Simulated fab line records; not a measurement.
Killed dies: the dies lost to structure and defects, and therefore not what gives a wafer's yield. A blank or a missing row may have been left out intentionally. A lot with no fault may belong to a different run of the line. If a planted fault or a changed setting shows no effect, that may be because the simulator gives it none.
Which tool did it? :: flow ritCmos :: 15 lots with 45 wafers sampled at 3 steps, on a route of 202 steps

## WHAT THE GAUGES SHOWED, per wafer
RIT_NSD_TW_MEAS_10.
lot: L689
measured: day 3 03:01
on: filmMetro-03
NSD_TW: 3051 3032 3038

lot: L690
measured: day 3 09:54
on: filmMetro-03
NSD_TW: 3040 3043 3034

lot: L691
measured: day 3 16:29
on: filmMetro-02
NSD_TW: 3043 3045 3037

lot: L692
measured: day 3 19:24
on: filmMetro-03
NSD_TW: 3034 3029 3029

lot: L693
measured: day 4 00:22
on: filmMetro-03
NSD_TW: 3030 3034 3029

lot: L694
measured: day 4 07:02
on: filmMetro-04
NSD_TW: 3130 3104 3129

lot: L695
measured: day 4 09:04
on: filmMetro-03
NSD_TW: 3032 3020 3049

lot: L696
measured: day 4 13:43
on: filmMetro-03
NSD_TW: 3009 3025 3012

lot: L697
measured: day 4 22:06
on: filmMetro-03
NSD_TW: 3004 3023 3029

lot: L698
measured: day 5 06:46
on: filmMetro-04
NSD_TW: 3119 3121 3114

lot: L705
measured: day 6 12:11
on: filmMetro-04
NSD_TW: 2873 2874 2866

lot: L706
measured: day 6 16:41
on: filmMetro-02
NSD_TW: 2847 2837 2862

lot: L707
measured: day 6 19:38
on: filmMetro-04
NSD_TW: 2895 2889 2883

lot: L710
measured: day 7 10:36
on: filmMetro-03
NSD_TW: 3039 3027 3047

lot: L712
measured: day 7 21:39
on: filmMetro-03
NSD_TW: 3027 3041 3020

RIT_SDANNEAL_RS_MEAS_05: uses a four-point probe to measure.
lot: L689
measured: day 3 05:13
on: filmMetro-04
NSD_RS (ohm/sq): 84.4 84.2 84.6

lot: L690
measured: day 3 12:03
on: filmMetro-03
NSD_RS (ohm/sq): 84.4 84.3 84.1

lot: L691
measured: day 3 18:39
on: filmMetro-02
NSD_RS (ohm/sq): 85.2 85.0 84.8

lot: L692
measured: day 3 21:36
on: filmMetro-04
NSD_RS (ohm/sq): 84.4 84.6 84.5

lot: L693
measured: day 4 02:26
on: filmMetro-02
NSD_RS (ohm/sq): 84.8 84.5 84.7

lot: L694
measured: day 4 09:22
on: filmMetro-04
NSD_RS (ohm/sq): 84.4 84.3 84.3

lot: L695
measured: day 4 11:14
on: filmMetro-03
NSD_RS (ohm/sq): 84.4 84.5 84.2

lot: L696
measured: day 4 16:02
on: filmMetro-04
NSD_RS (ohm/sq): 84.4 84.4 84.7

lot: L697
measured: day 5 00:25
on: filmMetro-03
NSD_RS (ohm/sq): 84.9 85.0 84.5

lot: L698
measured: day 5 09:01
on: filmMetro-04
NSD_RS (ohm/sq): 84.8 84.8 84.6

lot: L705
measured: day 6 14:29
on: filmMetro-02
NSD_RS (ohm/sq): 112.1 111.8 111.2

lot: L706
measured: day 6 18:49
on: filmMetro-04
NSD_RS (ohm/sq): 110.2 110.5 109.7

lot: L707
measured: day 6 21:43
on: filmMetro-02
NSD_RS (ohm/sq): 111.2 111.0 110.9

lot: L710
measured: day 7 12:56
on: filmMetro-04
NSD_RS (ohm/sq): 84.6 84.7 84.7

lot: L712
measured: day 8 00:08
on: filmMetro-02
NSD_RS (ohm/sq): 85.0 84.9 85.0

## WHICH TOOL RAN EACH LOT (tool, then ch and the chambers of the sampled wafers, then the start)
lot: L689
RIT_NSD_IMPLANT_08: implanter-03 ch 0, day 3 02:41

lot: L690
RIT_NSD_IMPLANT_08: implanter-02 ch 0, day 3 09:35

lot: L691
RIT_NSD_IMPLANT_08: implanter-03 ch 0, day 3 16:10

lot: L692
RIT_NSD_IMPLANT_08: implanter-03 ch 0, day 3 19:05

lot: L693
RIT_NSD_IMPLANT_08: implanter-03 ch 0, day 4 00:05

lot: L694
RIT_NSD_IMPLANT_08: implanter-04 ch 0, day 4 06:45

lot: L695
RIT_NSD_IMPLANT_08: implanter-03 ch 0, day 4 08:44

lot: L696
RIT_NSD_IMPLANT_08: implanter-03 ch 0, day 4 13:26

lot: L697
RIT_NSD_IMPLANT_08: implanter-04 ch 0, day 4 21:47

lot: L698
RIT_NSD_IMPLANT_08: implanter-03 ch 0, day 5 06:27

lot: L705
RIT_NSD_IMPLANT_08: implanter-03 ch 0, day 6 11:51

lot: L706
RIT_NSD_IMPLANT_08: implanter-03 ch 0, day 6 16:23

lot: L707
RIT_NSD_IMPLANT_08: implanter-03 ch 0, day 6 19:19

lot: L710
RIT_NSD_IMPLANT_08: implanter-04 ch 0, day 7 10:17

lot: L712
RIT_NSD_IMPLANT_08: implanter-02 ch 0, day 7 21:20
- RIT_NSD_IMPLANT_08

## WHAT THE TOOLS THEMSELVES READ (means of the sampled wafers that have a number; where no wafer has one, the mark that the record gives instead)
RIT_NSD_IMPLANT_08.
lot: L689
tool: implanter-03
doseIonsCm2: 1e+15
faradayCurrentUA: 3122

lot: L690
tool: implanter-02
doseIonsCm2: 1e+15
faradayCurrentUA: 3129

lot: L691
tool: implanter-03
doseIonsCm2: 1e+15
faradayCurrentUA: 3122

lot: L692
tool: implanter-03
doseIonsCm2: 1e+15
faradayCurrentUA: 3089

lot: L693
tool: implanter-03
doseIonsCm2: 1e+15
faradayCurrentUA: 3190

lot: L694
tool: implanter-04
doseIonsCm2: 1e+15
faradayCurrentUA: 3123

lot: L695
tool: implanter-03
doseIonsCm2: 1e+15
faradayCurrentUA: 3126

lot: L696
tool: implanter-03
doseIonsCm2: 1e+15
faradayCurrentUA: 3044

lot: L697
tool: implanter-04
doseIonsCm2: 1e+15
faradayCurrentUA: 3084

lot: L698
tool: implanter-03
doseIonsCm2: 1e+15
faradayCurrentUA: 3156

lot: L705
tool: implanter-03
doseIonsCm2: 7e+14
faradayCurrentUA: 2218

lot: L706
tool: implanter-03
doseIonsCm2: 7e+14
faradayCurrentUA: 2268

lot: L707
tool: implanter-03
doseIonsCm2: 7e+14
faradayCurrentUA: 2222

lot: L710
tool: implanter-04
doseIonsCm2: 1e+15
faradayCurrentUA: 3115

lot: L712
tool: implanter-02
doseIonsCm2: 1e+15
faradayCurrentUA: 3081

## THE ANSWER, worked out from the rows above alone
Rule: the usual values come from the lots themselves. Put in order of their means at a reading, lots are off if they are a third of the lots or fewer, leave a main group of 4 or more, and stand apart from it by a gap of 3 or more times the standard deviation of the main group's means; of several such gaps the widest counts. A main group whose means are all the same, to the digits that the tables above print for the reading, isn't used. A lot without any number at a reading at which 4 lots or more have one is off too. Where the step has rows for the other lots, those lots are counted as sound. The gauges are gone through in route order, then the tools' own readings, and for those a lot's mean is taken as printed above. The first step at which some lot is off is used, and at that step the reading that is off furthest; a lot without a number counts as furthest.
Off: at RIT_NSD_TW_MEAS_10 (NSD_TW), L705, L706, L707. Main group: mean 3046, sd 34.
If a tool, at a process step before that reading, ran all the lots that are off and no sound lot after the first of them, it fits. Not tried: the gauges at RIT_NSD_TW_MEAS_10; whatever is off there is also off at RIT_NSD_IMPLANT_08, on other tools, and gauge error can't account for it. One candidate fits, namely implanter-03 at RIT_NSD_IMPLANT_08. A fault onset in the window from L698 (day 5 06:27, its last sound lot) to L705 (day 6 11:51, its first lot off) fits.
The tool's own readings at RIT_NSD_IMPLANT_08 bear it out: on the lots that are off they differ by more than 5 times the standard deviation of the sound lots' means. doseIonsCm2 reads 7e+14 there against 1e+15 on the sound lots; faradayCurrentUA reads 2236 there against 3115 on the sound lots.

## WHAT THE SIMULATOR HAD INSERTED
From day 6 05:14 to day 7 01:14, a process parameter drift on implanter-03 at RIT_NSD_IMPLANT_08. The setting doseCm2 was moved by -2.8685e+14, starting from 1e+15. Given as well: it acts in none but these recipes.
Lots struck among those shown: L705, L706, L707. The rule above reached the same finding.
